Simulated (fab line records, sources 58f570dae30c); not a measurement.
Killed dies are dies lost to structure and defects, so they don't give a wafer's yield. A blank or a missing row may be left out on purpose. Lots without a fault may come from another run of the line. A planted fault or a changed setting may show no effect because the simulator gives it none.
Which tool did it? | flow berkeley_cmos170 | 14 lots, 42 wafers sampled, at 3 steps of a route of 331

WHAT THE GAUGES READ, wafer by wafer
UCB170_PLDD_CD_MEAS_06: target cd 1200 nm.
lot  | measured     | on        | cd_nm (nm)
L219 | day 6 15:28  | cd_sem-01 | 1201.6 1201.2 1201.7
L220 | day 6 16:00  | cd_sem-02 | 1200.5 1199.6 1199.4
L221 | day 7 06:39  | cd_sem-02 | 1199.5 1197.6 1199.2
L224 | day 7 18:10  | cd_sem-02 | 1198.0 1199.0 1199.7
L225 | day 7 23:05  | cd_sem-02 | 1199.3 1200.1 1199.7
L227 | day 8 08:35  | cd_sem-01 | 1195.3 1196.4 1196.0
L228 | day 8 22:58  | cd_sem-02 | 1200.8 1201.1 1200.7
L229 | day 8 22:31  | cd_sem-02 | 1200.1 1200.1 1200.5
L232 | day 9 14:35  | cd_sem-01 | 1198.4 1196.8 1196.7
L234 | day 9 14:49  | cd_sem-02 | 1200.7 1201.1 1200.1
L233 | day 9 14:24  | cd_sem-02 | 1198.6 1199.7 1198.8
L240 | day 11 04:46 | cd_sem-01 | 1199.5 1198.3 1199.1
L239 | day 11 06:15 | cd_sem-01 | 1198.7 1198.4 1199.5
L241 | day 11 12:27 | cd_sem-01 | 1198.9 1198.8 1198.7

WHICH TOOL RAN EACH LOT (tool, then ch and the chambers of the sampled wafers, then the start)
lot  | UCB170_ACTIVE_ETCH_15             | UCB170_GATE_CLEAN_17
L219 | rie_diel-02 ch 0,3, day 4 12:27   | wet_bench-04 ch 2, day 6 13:52
L220 | rie_diel-04 ch 0,2, day 4 13:03   | wet_bench-03 ch 1, day 6 14:19
L221 | rie_diel-03 ch 0,1,3, day 5 05:21 | wet_bench-04 ch 0, day 7 05:17
L224 | rie_diel-02 ch 0,3, day 5 14:10   | wet_bench-04 ch 2, day 7 16:59
L225 | rie_diel-03 ch 0,2, day 5 17:22   | wet_bench-04 ch 3, day 7 21:43
L227 | rie_diel-02 ch 0,1,2, day 6 09:35 | wet_bench-02 ch 1, day 8 07:08
L228 | rie_diel-02 ch 0,1,2, day 6 17:05 | wet_bench-04 ch 1, day 8 21:40
L229 | rie_diel-03 ch 0,2,3, day 6 17:22 | wet_bench-04 ch 3, day 8 21:19
L232 | rie_diel-02 ch 0,1,3, day 7 15:58 | wet_bench-04 ch 1, day 9 13:31
L234 | rie_diel-03 ch 0,2,3, day 7 20:52 | wet_bench-04 ch 3, day 9 13:41
L233 | rie_diel-04 ch 1,2,3, day 7 21:08 | wet_bench-04 ch 1, day 9 13:20
L240 | rie_diel-02 ch 0,1, day 9 02:00   | wet_bench-04 ch 0, day 11 03:41
L239 | rie_diel-03 ch 0,1,2, day 9 02:12 | wet_bench-04 ch 0, day 11 04:44
L241 | rie_diel-03 ch 0,3, day 9 06:29   | wet_bench-03 ch 1, day 11 10:14
- UCB170_ACTIVE_ETCH_15: etches Si3N4 in CH3F/Ar/O2, stops on SiO2, target depth 242 nm, time 151 s.
- UCB170_GATE_CLEAN_17: cleans in SPM, time 600 s.

WHAT THE TOOLS THEMSELVES READ (means of the sampled wafers that have a number; where no wafer has one, the mark that the record gives instead)
UCB170_ACTIVE_ETCH_15.
lot  | tool        | drypump_motor_current_A (A) | oes_product_au (a.u.) | throttle_valve_pct (%)
L219 | rie_diel-02 | 5.30                        | 0.924                 | 8.00
L220 | rie_diel-04 | 5.48                        | 0.944                 | 8.02
L221 | rie_diel-03 | 5.48                        | 0.921                 | 8.10
L224 | rie_diel-02 | 5.31                        | 0.932                 | 8.01
L225 | rie_diel-03 | 5.84                        | 0.932                 | 7.97
L227 | rie_diel-02 | 5.54                        | 0.936                 | 8.17
L228 | rie_diel-02 | 5.51                        | 0.930                 | 8.16
L229 | rie_diel-03 | 5.65                        | 0.935                 | 8.09
L232 | rie_diel-02 | 5.50                        | 0.927                 | 8.09
L234 | rie_diel-03 | 5.69                        | 0.937                 | 8.08
L233 | rie_diel-04 | 5.40                        | 0.927                 | 8.12
L240 | rie_diel-02 | 5.80                        | 0.923                 | 8.22
L239 | rie_diel-03 | 5.68                        | 0.942                 | 8.09
L241 | rie_diel-03 | 5.50                        | 0.926                 | 8.10

UCB170_GATE_CLEAN_17.
lot  | tool         | bath_guard_temp_C (C) | bath_heat_duty_pct (%) | temp_c (C)
L219 | wet_bench-04 | 119.9                 | 13.3                   | 119.96
L220 | wet_bench-03 | 120.2                 | 11.0                   | 119.96
L221 | wet_bench-04 | 120.2                 | 12.4                   | 120.14
L224 | wet_bench-04 | 120.3                 | 13.3                   | 119.99
L225 | wet_bench-04 | 119.7                 | 14.4                   | 120.01
L227 | wet_bench-02 | 120.3                 | 10.8                   | 120.06
L228 | wet_bench-04 | 120.4                 | 12.4                   | 120.01
L229 | wet_bench-04 | 119.8                 | 14.1                   | 120.02
L232 | wet_bench-04 | 120.3                 | 12.2                   | 119.97
L234 | wet_bench-04 | 119.7                 | 14.1                   | 119.84
L233 | wet_bench-04 | 120.5                 | 11.7                   | 120.08
L240 | wet_bench-04 | -                     | -                      | -
L239 | wet_bench-04 | -                     | -                      | -
L241 | wet_bench-03 | 119.9                 | 11.2                   | 120.15

THE ANSWER, worked out from the rows above alone
Rule: what is usual is taken from the lots themselves. Put in order of their means at a reading, lots are off if they are a third of the lots or fewer, leave a main group of 4 or more, and stand apart from it by a gap of 3 or more times the standard deviation of the main group's means; of several such gaps the widest counts. A main group whose means are all the same, to the digits that the tables above print for the reading, isn't used. A lot without any number at a reading at which 4 lots or more have one is off too. The other lots that the step has rows for count as sound. The gauges are gone through in route order, then the tools' own readings, and for those a lot's mean is taken as printed above. The first step at which some lot is off is used, and at that step the reading that is off furthest; a lot without a number counts as furthest.
Off: L240, L239, at UCB170_GATE_CLEAN_17 (bath_guard_temp_C). Without a number there: L240, L239. The main group: mean 120.1 C, standard deviation 0.27.
A tool fits if, at that step or a process step before it, it ran every lot that is off, and no sound lot after the first of them. One fits: wet_bench-04 at UCB170_GATE_CLEAN_17. Its last sound lot is L234 (day 9 13:41), its first lot that is off L240 (day 11 03:41): a fault that began between those two fits.
Blank at UCB170_GATE_CLEAN_17 on the lots that are off, where sound lots have numbers: bath_guard_temp_C, bath_heat_duty_pct, temp_c.

WHAT THE SIMULATOR HAD PUT IN
Skipped step whole: wet_bench-04, from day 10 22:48 on, at UCB170_GATE_CLEAN_17. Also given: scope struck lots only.
Lots struck among those shown: L240, L239. The rule above found the same.
